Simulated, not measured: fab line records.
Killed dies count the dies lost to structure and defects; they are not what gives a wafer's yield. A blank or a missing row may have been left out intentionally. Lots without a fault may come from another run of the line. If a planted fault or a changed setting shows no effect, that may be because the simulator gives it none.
Which tool was responsible? :: flow berkeley-cmos170 :: 14 lots, 42 wafers sampled, at 3 steps of a route of 331

## WHAT EACH GAUGE READ, for each wafer
UCB170_NVT_OVL_MEAS_06. Usual: NVT_OVL 0 nm, standard deviation 6.2.
lot: L647
measured: day 6 00:29
on: overlay-02
NVT_OVL (nm): -7 -3 1
flag: 

lot: L649
measured: day 6 08:50
on: overlay-02
NVT_OVL (nm): -2 -2 -12
flag: 

lot: L650
measured: day 6 09:04
on: overlay-01
NVT_OVL (nm): 2 -5 -6
flag: 

lot: L652
measured: day 7 03:51
on: overlay-01
NVT_OVL (nm): - - -
flag: OFF

lot: L651
measured: day 7 04:07
on: overlay-02
NVT_OVL (nm): - - -
flag: OFF

lot: L656
measured: day 7 14:42
on: overlay-01
NVT_OVL (nm): 1 3 0
flag: 

lot: L654
measured: day 7 15:17
on: overlay-01
NVT_OVL (nm): -2 -4 -7
flag: 

lot: L662
measured: day 9 20:01
on: overlay-01
NVT_OVL (nm): 7 10 10
flag: 

lot: L665
measured: day 10 02:35
on: overlay-01
NVT_OVL (nm): 0 3 -1
flag: 

lot: L663
measured: day 10 02:45
on: overlay-01
NVT_OVL (nm): 7 5 4
flag: 

lot: L664
measured: day 10 02:56
on: overlay-02
NVT_OVL (nm): 2 4 7
flag: 

lot: L667
measured: day 10 19:38
on: overlay-02
NVT_OVL (nm): -3 -5 -3
flag: 

lot: L670
measured: day 11 10:06
on: overlay-02
NVT_OVL (nm): 0 -4 -2
flag: 

lot: L669
measured: day 11 10:14
on: overlay-01
NVT_OVL (nm): -4 2 6
flag: 

UCB170_PVT_TW_MEAS_09. Usual: PVT_TW 506.8, standard deviation 1.6.
lot: L647
measured: day 6 03:01
on: film-metro-03
PVT_TW: 504.5 505.2 507.7
flag: 

lot: L649
measured: day 6 10:35
on: film-metro-03
PVT_TW: 504.0 506.8 508.1
flag: 

lot: L650
measured: day 6 11:11
on: film-metro-04
PVT_TW: 505.2 506.3 505.2
flag: 

lot: L652
measured: day 7 06:46
on: film-metro-04
PVT_TW: 639.7 639.0 640.7
flag: OFF

lot: L651
measured: day 7 06:31
on: film-metro-04
PVT_TW: 639.3 640.5 639.5
flag: OFF

lot: L656
measured: day 7 19:59
on: film-metro-04
PVT_TW: 506.5 508.0 505.3
flag: 

lot: L654
measured: day 7 20:07
on: film-metro-03
PVT_TW: 505.2 506.5 505.7
flag: 

lot: L662
measured: day 9 22:38
on: film-metro-03
PVT_TW: 507.3 508.3 508.4
flag: 

lot: L665
measured: day 10 04:25
on: film-metro-03
PVT_TW: 504.7 507.8 507.2
flag: 

lot: L663
measured: day 10 05:01
on: film-metro-03
PVT_TW: 507.2 507.7 504.7
flag: 

lot: L664
measured: day 10 05:15
on: film-metro-03
PVT_TW: 506.9 507.0 509.4
flag: 

lot: L667
measured: day 10 22:15
on: film-metro-03
PVT_TW: 505.8 506.4 505.2
flag: 

lot: L670
measured: day 11 12:59
on: film-metro-04
PVT_TW: 506.6 506.6 510.4
flag: 

lot: L669
measured: day 11 13:13
on: film-metro-03
PVT_TW: 505.2 507.9 506.5
flag: 

## EACH LOT AND THE TOOL THAT RAN IT (in order: tool; ch and the chambers of the sampled wafers; start)
lot: L647
UCB170_NVT_COAT_01: litho-track-03 ch 0, day 5 22:47

lot: L649
UCB170_NVT_COAT_01: litho-track-04 ch 0, day 6 08:02

lot: L650
UCB170_NVT_COAT_01: litho-track-03 ch 0, day 6 08:06

lot: L652
UCB170_NVT_COAT_01: litho-track-01, day 7 03:02

lot: L651
UCB170_NVT_COAT_01: litho-track-03, day 7 03:05

lot: L656
UCB170_NVT_COAT_01: litho-track-01 ch 0, day 7 13:54

lot: L654
UCB170_NVT_COAT_01: litho-track-01 ch 0, day 7 14:19

lot: L662
UCB170_NVT_COAT_01: litho-track-01 ch 0, day 9 18:58

lot: L665
UCB170_NVT_COAT_01: litho-track-03 ch 0, day 10 01:38

lot: L663
UCB170_NVT_COAT_01: litho-track-04 ch 0, day 10 01:49

lot: L664
UCB170_NVT_COAT_01: litho-track-01 ch 0, day 10 02:01

lot: L667
UCB170_NVT_COAT_01: litho-track-01 ch 0, day 10 18:35

lot: L670
UCB170_NVT_COAT_01: litho-track-03 ch 0, day 11 08:48

lot: L669
UCB170_NVT_COAT_01: litho-track-01 ch 0, day 11 08:52
- UCB170_NVT_COAT_01: resist thk 900 nm.

## AS READ BY THE TOOLS THEMSELVES (means over the sampled wafers that have a number; for cases with no such wafer, the mark the record gives instead)
UCB170_NVT_COAT_01. Usual: chill-plate-temp-C 22.98 C, standard deviation 0.099; dispense-pressure-kPa 49 kPa, standard deviation 6.2.
lot: L647
tool: litho-track-03
chill-plate-temp-C (C): 22.95
dispense-pressure-kPa (kPa): 44
flag: 

lot: L649
tool: litho-track-04
chill-plate-temp-C (C): 22.95
dispense-pressure-kPa (kPa): 58
flag: 

lot: L650
tool: litho-track-03
chill-plate-temp-C (C): 23.01
dispense-pressure-kPa (kPa): 44
flag: 

lot: L652
tool: litho-track-01
chill-plate-temp-C (C): -
dispense-pressure-kPa (kPa): -
flag: OFF

lot: L651
tool: litho-track-03
chill-plate-temp-C (C): -
dispense-pressure-kPa (kPa): -
flag: OFF

lot: L656
tool: litho-track-01
chill-plate-temp-C (C): 22.98
dispense-pressure-kPa (kPa): 46
flag: 

lot: L654
tool: litho-track-01
chill-plate-temp-C (C): 22.96
dispense-pressure-kPa (kPa): 46
flag: 

lot: L662
tool: litho-track-01
chill-plate-temp-C (C): 22.97
dispense-pressure-kPa (kPa): 46
flag: 

lot: L665
tool: litho-track-03
chill-plate-temp-C (C): 22.98
dispense-pressure-kPa (kPa): 44
flag: 

lot: L663
tool: litho-track-04
chill-plate-temp-C (C): 22.92
dispense-pressure-kPa (kPa): 58
flag: 

lot: L664
tool: litho-track-01
chill-plate-temp-C (C): 22.76
dispense-pressure-kPa (kPa): 46
flag: 

lot: L667
tool: litho-track-01
chill-plate-temp-C (C): 23.05
dispense-pressure-kPa (kPa): 46
flag: 

lot: L670
tool: litho-track-03
chill-plate-temp-C (C): 22.86
dispense-pressure-kPa (kPa): 44
flag: 

lot: L669
tool: litho-track-01
chill-plate-temp-C (C): 23.03
dispense-pressure-kPa (kPa): 46
flag: 

## THE ANSWER, worked out from the rows above alone
Rule: take the mean of a lot's wafers that have a number; if it is more than 3 standard deviations from the usual mean, the lot is off. A lot without any number at a reading at which 4 lots or more have one is off too. Where the step has rows for the other lots, those lots are counted as sound. Order of review: gauges by route order, followed by the tools' own readings, for which a lot's mean as printed above is used. At the first step where some lot is off, the reading lying furthest off is the one used; lots without a number count as furthest.
Off: L652, L651, seen at UCB170_NVT_OVL_MEAS_06 (NVT_OVL). Without a number there: L652, L651.
A tool fits if, at a process step before that reading, it ran every lot that is off, and no sound lot after the first of them. Not tried: the gauges at UCB170_NVT_OVL_MEAS_06; whatever is off there is also off at UCB170_PVT_TW_MEAS_09, on other tools, and gauge error can't account for it. None of those tried fits.

## WHAT WAS PUT IN BY THE SIMULATOR
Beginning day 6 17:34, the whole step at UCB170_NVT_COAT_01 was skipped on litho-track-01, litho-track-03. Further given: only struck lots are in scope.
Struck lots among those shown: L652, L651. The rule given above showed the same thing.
